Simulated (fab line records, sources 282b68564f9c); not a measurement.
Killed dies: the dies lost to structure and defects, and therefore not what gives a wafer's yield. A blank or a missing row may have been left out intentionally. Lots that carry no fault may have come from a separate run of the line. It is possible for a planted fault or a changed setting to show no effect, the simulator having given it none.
A struck lot beside a sound one :: flow rit_cmos :: 19 out of 202 route steps
Sound: the wafers L297.1, L297.4, L297.6. Wafers L306.2, L306.3, L306.6 were the ones struck. Last of all comes the cause.
Per side, at each step with rows, come the tool, then ch with its chambers, and then its first start. Under that, the readings that differ: sound wafers :: struck wafers :: difference of the means :: sigmas: that difference in standard deviations of wafers without a fault.
alike: words and numbers the same on both sides, and readings whose means are apart by under 2 such deviations; not compared: readings that were withheld, readings missing a value for some wafer, numbers with overlapping values and no deviation given by the record, and bounds like >300 which may hide the same value.
Wherever a step has rows on one side only, a row that says differs or no value, or a row with sigmas, the two part there. Non-overlapping numbers with no deviation appear without sigmas and do not part them. Lack of a reading on every wafer of one side parts them only where that side has two or more wafers.

first, 1 step without rows for these wafers: RIT_CONTACT_HARDBAKE_10 (time 60 s).
RIT_CONTACT_ETCH_11: etches SiO2 in CHF3/CF4/Ar, stops on TiSi2, target depth 480 nm, time 320 s.
  sound on rie_diel-03 ch 0,1,2, day 4 06:04; struck on rie_diel-03 ch 0,1,3, day 6 02:16
  alike: drypump_motor_current_A, oes_product_au, throttle_valve_pct
  not compared: rf_hours_counter_h
RIT_CONTACT_STRIP_12: strips in O2, time 180 s.
  sound on plasma_asher-01 ch 1, day 4 06:16; struck on plasma_asher-03 ch 0,1, day 6 02:28
  alike: drypump_motor_current_A
  not compared: rf_hours_counter_h
RIT_CONTACT_CD_MEAS_90: target cd 1000 nm.
  sound on cd_sem-02, day 4 06:26; struck on cd_sem-01, day 6 02:39
  alike: cd_nm
then, 2 steps without rows for these wafers: RIT_CONTACT_CLEAN_13 (cleans in SC1, time 600 s); RIT_CONTACT_CLEAN_14 (cleans in SC2, time 600 s).
RIT_M1_SPUTTER_00: material Al, target thk 400 nm, time 500 s.
  sound on pvd_sputter-01, day 4 06:55; struck on pvd_sputter-03, day 6 03:17
  alike: chamber_pressure_pa, throttle_valve_pct
RIT_M1_RS_MEAS_01: uses a four-point probe to measure.
  sound on film_metro-02, day 4 07:13; struck on film_metro-02, day 6 03:37
  alike: M1_AL_RS
RIT_M1_THK_MEAS_02: measures by xrf.
  sound on film_metro-02, day 4 07:20; struck on film_metro-02, day 6 03:43
  alike: M1_AL_THK
then, 3 steps without rows for these wafers: RIT_M1_HMDS_03 (prime time 60 s); RIT_M1_COAT_04 (resist thk 1300 nm); RIT_M1_SOFTBAKE_05 (time 60 s).
RIT_M1_EXPOSE_06: exposes mask M12, target cd 2600 nm.
  sound on iline_stepper-02 ch 0, day 4 07:58; struck on iline_stepper-01 ch 0, day 6 04:14
reading: model.M1.overlay_x_nm (nm)
sound: -3.402 -3.402 -3.402
struck: 241.2 241.2 241.2
difference: +244.6
sigmas: 
  alike: mask, exposure_dose_mJ_cm2, reticle_temp_C
then, 2 steps without rows for these wafers: RIT_M1_PEB_07; RIT_M1_DEVELOP_08 (develop time 68 s).
RIT_M1_CD_MEAS_09: target cd 2600 nm.
  sound on cd_sem-01, day 4 08:24; struck on cd_sem-01, day 6 04:40
  alike: cd_nm
RIT_M1_OVL_MEAS_10:
  sound on overlay-02, day 4 08:31; struck on overlay-01, day 6 04:46
reading: M1_OVL (nm)
sound: -3.7 -3.0 -3.5
struck: 240.2 239.9 239.4
difference: +243.2
sigmas: +99 or more
then, 1 step without rows for these wafers: RIT_M1_HARDBAKE_11 (time 120 s).
RIT_M1_PROBE_99:
  sound on prober-02, day 4 11:04; struck on prober-01, day 6 07:22
reading: killed_short
sound: 4 8 5
struck: 0 4 1
difference: -4
sigmas: -2

reading: model.etest.nmos_0p15.junction_log10_a_um
sound: -13.6 -13.49 -13.52
struck: -12.11 -12.02 -12.11
difference: +1.46
sigmas: 

reading: model.etest.nmos_narrow.off_log10_a_um
sound: -13.2 -13.17 -13.19
struck: -12.09 -12.01 -12.09
difference: +1.12
sigmas: 

reading: model.etest.nmos_0p3.off_log10_a_um
sound: -13.08 -13.12 -13.21
struck: -12.08 -12 -12.08
difference: +1.08
sigmas: 

reading: model.etest.gate_end_array.leak_log10_a_um
sound: -12.86 -12.95 -13.07
struck: -11.96 -11.86 -11.9
difference: +1.05
sigmas: 

reading: model.etest.pmos_0p15.junction_log10_a_um
sound: -13.71 -13.78 -13.9
struck: -13.07 -12.95 -13.01
difference: +0.79
sigmas: 

reading: model.etest.contact_diode_array.leak_log10_a (angstrom)
sound: -9.185 -9.52 -9.573
struck: -8.769 -8.766 -8.707
difference: +0.679
sigmas: 

reading: model.etest.pmos_0p3.off_log10_a_um
sound: -12.83 -12.95 -12.81
struck: -12.59 -12.7 -12.54
difference: +0.25
sigmas: 
  alike: defect_limited_yield, killed_at_contacts, killed_at_front_end, killed_dies, killed_open, sort_bin_3_pad_short, sort_bin_5_function, sort_bin_6_memory, sort_n_pass, sort_yield_pct
  not compared: model.etest.select_edge_diode_n.leak_log10_a

WHERE THEY PART
At RIT_M1_OVL_MEAS_10 first; at RIT_M1_PROBE_99 last (within this record only).

WHY: whatever the simulator had introduced
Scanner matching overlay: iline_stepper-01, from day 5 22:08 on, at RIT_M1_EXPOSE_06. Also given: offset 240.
